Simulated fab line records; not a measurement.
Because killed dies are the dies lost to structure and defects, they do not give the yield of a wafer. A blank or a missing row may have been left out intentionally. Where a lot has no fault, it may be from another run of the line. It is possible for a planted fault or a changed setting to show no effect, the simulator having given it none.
Which of the tools did it? | flow berkeley_cmos170 | 14 lots, 42 wafers sampled, at 5 steps of a route of 331

WHAT THE GAUGES READ, wafer by wafer
UCB170_NSD_OVL_MEAS_07. Usual: for NSD_OVL the level is 0 nm and the standard deviation is 5.6.
lot  | measured     | on         | NSD_OVL (nm) | flag
L154 | day 6 09:59  | overlay-01 | -7 -4 0      |
L155 | day 6 10:13  | overlay-01 | 10 7 7       |
L153 | day 6 10:28  | overlay-01 | -1 -12 -6    |
L157 | day 7 07:10  | overlay-01 | 3 -2 -3      |
L159 | day 7 10:35  | overlay-01 | -3 1 -2      |
L160 | day 7 19:19  | overlay-01 | -11 2 10     |
L161 | day 8 14:28  | overlay-02 | 2 -6 -6      |
L169 | day 9 13:42  | overlay-01 | -3 1 -3      |
L168 | day 9 14:19  | overlay-02 | -3 -1 -4     |
L170 | day 9 15:41  | overlay-02 | 9 7 11       |
L166 | day 9 16:01  | overlay-02 | -3 0 0       |
L167 | day 9 16:25  | overlay-01 | 5 2 4        |
L173 | day 10 13:55 | overlay-01 | 7 4 2        |
L171 | day 10 14:32 | overlay-02 | -10 -10 -7   |

UCB170_CONTACT_OVL_MEAS_16. Usual: for CONTACT_OVL the level is -2 nm and the standard deviation is 5.9.
lot  | measured     | on         | CONTACT_OVL (nm) | flag
L154 | day 6 16:44  | overlay-02 | 2 -1 -9          |
L155 | day 6 17:05  | overlay-02 | -12 -8 -10       |
L153 | day 6 16:59  | overlay-01 | -13 -13 -9       |
L157 | day 7 13:44  | overlay-01 | 5 -3 -1          |
L159 | day 7 18:10  | overlay-02 | -7 0 2           |
L160 | day 8 03:27  | overlay-02 | -5 -2 9          |
L161 | day 8 22:39  | overlay-01 | 0 -4 0           |
L169 | day 9 20:49  | overlay-02 | -3 1 -1          |
L168 | day 9 21:05  | overlay-02 | -9 -7 -12        |
L170 | day 9 22:17  | overlay-02 | 9 2 6            |
L166 | day 9 22:51  | overlay-02 | -2 -4 -2         |
L167 | day 9 23:05  | overlay-02 | -3 -2 -1         |
L173 | day 10 21:02 | overlay-02 | 4 11 17          |
L171 | day 10 21:25 | overlay-01 | -7 2 -9          |

UCB170_M1_CD_MEAS_90: the cd target is 700 nm. Usual: 699.7 nm for cd_nm, sd 1.9.
lot  | measured     | on        | cd_nm (nm)        | flag
L154 | day 6 19:11  | cd_sem-02 | 697.7 698.2 697.0 |
L155 | day 6 19:42  | cd_sem-01 | 702.8 700.9 702.0 |
L153 | day 6 19:21  | cd_sem-02 | 703.3 698.6 702.1 |
L157 | day 7 15:59  | cd_sem-01 | 700.7 698.5 699.7 |
L159 | day 7 20:33  | cd_sem-01 | 695.8 697.0 699.4 |
L160 | day 8 06:29  | cd_sem-02 | 696.1 702.2 695.7 |
L161 | day 9 01:51  | cd_sem-02 | 701.2 701.1 700.4 |
L169 | day 9 23:49  | cd_sem-02 | 701.9 700.9 700.4 |
L168 | day 10 00:10 | cd_sem-02 | 702.5 700.3 712.5 |
L170 | day 10 00:41 | cd_sem-02 | 700.5 700.0 699.5 |
L166 | day 10 01:38 | cd_sem-02 | 698.4 698.8 698.5 |
L167 | day 10 01:53 | cd_sem-02 | 699.6 712.3 701.7 |
L173 | day 10 23:23 | cd_sem-02 | 701.0 700.0 699.9 |
L171 | day 10 23:35 | cd_sem-02 | 697.8 700.9 698.7 |

UCB170_M2_RS_MEAS_02: the measuring method here is four-point-probe. Usual: for M2_AL_RS the level is 0.03222 ohm/sq and the standard deviation is 0.00025.
lot  | measured     | on            | M2_AL_RS (ohm/sq)       | flag
L154 | day 7 03:03  | film_metro-03 | 0.03242 0.0324 0.03269  |
L155 | day 7 03:14  | film_metro-02 | 0.03194 0.03212 0.03198 |
L153 | day 7 03:36  | film_metro-03 | 0.03217 0.03237 0.03226 |
L157 | day 8 00:32  | film_metro-03 | 0.03196 0.03212 0.03215 |
L159 | day 8 04:58  | film_metro-03 | 0.0323 0.03209 0.03222  |
L160 | day 8 15:32  | film_metro-04 | 0.03226 0.03254 0.03261 |
L161 | day 9 08:20  | film_metro-02 | 0.03213 0.03236 0.03235 |
L169 | day 10 08:02 | film_metro-04 | 0.0322 0.03196 0.03248  |
L168 | day 10 08:23 | film_metro-02 | 0.03225 0.03242         |
L170 | day 10 08:10 | film_metro-03 | 0.03205 0.03209 0.03185 |
L166 | day 10 08:38 | film_metro-04 | 0.0317 0.03217 0.03233  |
L167 | day 10 08:53 | film_metro-02 | 0.03203 0.03184         |
L173 | day 11 07:43 | film_metro-04 | 0.03257 0.03281 0.03282 |
L171 | day 11 07:34 | film_metro-03 | 0.03234 0.03231 0.03225 |

TOOL THAT RAN EACH LOT (tool first, then ch and the chambers of the sampled wafers, then the start)
lot  | UCB170_M1_METAL_ETCH_12
L154 | rie_metal-01 ch 0,1, day 6 18:57
L155 | rie_metal-02 ch 0,1, day 6 19:28
L153 | rie_metal-03 ch 0,1, day 6 19:07
L157 | rie_metal-01 ch 0,1, day 7 15:46
L159 | rie_metal-01 ch 0,1, day 7 20:19
L160 | rie_metal-03 ch 0,1, day 8 06:15
L161 | rie_metal-02 ch 0,1, day 9 01:32
L169 | rie_metal-01 ch 0,1, day 9 23:24
L168 | rie_metal-03 ch 0,1, day 9 23:55
L170 | rie_metal-02 ch 0,1, day 10 00:28
L166 | rie_metal-01 ch 0,1, day 10 01:22
L167 | rie_metal-03 ch 0,1, day 10 01:34
L173 | rie_metal-01 ch 0,1, day 10 23:08
L171 | rie_metal-02 ch 0,1, day 10 23:20
- UCB170_M1_METAL_ETCH_12: etches Al in Cl2/BCl3, stops on PSG, target depth 780 nm, time 130 s.

AS READ BY THE TOOLS THEMSELVES (means over the sampled wafers that have a number; for cases with no such wafer, the mark the record gives instead)
UCB170_M1_METAL_ETCH_12. Usual: bcl3_flow_sccm 45.00 sccm, standard deviation 0.12; bias_w 119.9 W, standard deviation 0.32; drypump_motor_current_A 5.6 A, standard deviation 0.6; oes_product_au 0.860 a.u., standard deviation 0.012; rf_fwd_power_W 597.1 W, standard deviation 1.8; throttle_valve_pct 24.45 %, standard deviation 0.28.
lot  | tool         | bcl3_flow_sccm (sccm) | bias_w (W) | drypump_motor_current_A (A) | oes_product_au (a.u.) | rf_fwd_power_W (W) | throttle_valve_pct (%) | flag
L154 | rie_metal-01 | 45.06                 | 119.7      | 5.9                         | 0.860                 | 597.7              | 24.57                  |
L155 | rie_metal-02 | 44.96                 | 120.3      | 5.7                         | 0.864                 | 598.2              | 24.31                  |
L153 | rie_metal-03 | 45.02                 | 120.1      | 5.1                         | 0.857                 | 597.8              | 24.61                  |
L157 | rie_metal-01 | 44.98                 | 119.9      | 6.2                         | 0.865                 | 599.0              | 24.61                  |
L159 | rie_metal-01 | 44.88                 | 120.0      | 5.9                         | 0.867                 | 597.6              | 24.57                  |
L160 | rie_metal-03 | 44.93                 | 119.6      | 5.0                         | 0.865                 | 593.6              | 24.34                  |
L161 | rie_metal-02 | 44.98                 | 120.2      | 5.7                         | 0.858                 | 597.6              | 24.31                  |
L169 | rie_metal-01 | 45.00                 | 120.3      | 5.9                         | 0.873                 | 597.8              | 24.55                  |
L168 | rie_metal-03 | 45.00                 | 120.1      | 5.1                         | 0.832                 | 516.0              | 24.62                  | OFF
L170 | rie_metal-02 | 44.99                 | 119.8      | 6.0                         | 0.848                 | 596.2              | 24.29                  |
L166 | rie_metal-01 | 44.97                 | 119.7      | 6.2                         | 0.864                 | 596.1              | 24.61                  |
L167 | rie_metal-03 | 44.89                 | 119.9      | 5.1                         | 0.827                 | 514.9              | 24.62                  | OFF
L173 | rie_metal-01 | 44.98                 | 119.4      | 6.2                         | 0.872                 | 597.8              | 24.60                  |
L171 | rie_metal-02 | 45.00                 | 120.1      | 5.7                         | 0.860                 | 598.1              | 24.32                  |

THE ANSWER, worked out from the rows above alone
Rule: lot off if the mean of its wafers having a number is beyond 3 standard deviations from the usual mean. Also off: a lot with no number at a reading for which 4 or more lots have one. All remaining lots with rows at the step are treated as sound. Order of review: gauges by route order, followed by the tools' own readings, for which a lot's mean as printed above is used. At the first step where some lot is off, the reading lying furthest off is the one used; lots without a number count as furthest.
Off, at UCB170_M1_METAL_ETCH_12 on rf_fwd_power_W: L168, L167.
A tool fits if, at that step or a process step before it, it ran every lot that is off, and no sound lot after the first of them. One fits: rie_metal-03 at UCB170_M1_METAL_ETCH_12. A fault onset in the window from L160 (day 8 06:15, its last sound lot) to L168 (day 9 23:55, its first lot off) fits.
The tool's own readings at UCB170_M1_METAL_ETCH_12 bear it out: on the lots that are off they differ by more than 5 times the standard deviation of the sound lots' means. oes_product_au reads 0.829 a.u. there against 0.863 a.u. on the sound lots; rf_fwd_power_W reads 515.5 W there against 597.3 W on the sound lots.

WHAT THE SIMULATOR HAD INSERTED
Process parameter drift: rie_metal-03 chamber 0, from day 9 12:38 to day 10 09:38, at UCB170_M1_METAL_ETCH_12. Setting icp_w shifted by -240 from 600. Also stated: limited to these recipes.
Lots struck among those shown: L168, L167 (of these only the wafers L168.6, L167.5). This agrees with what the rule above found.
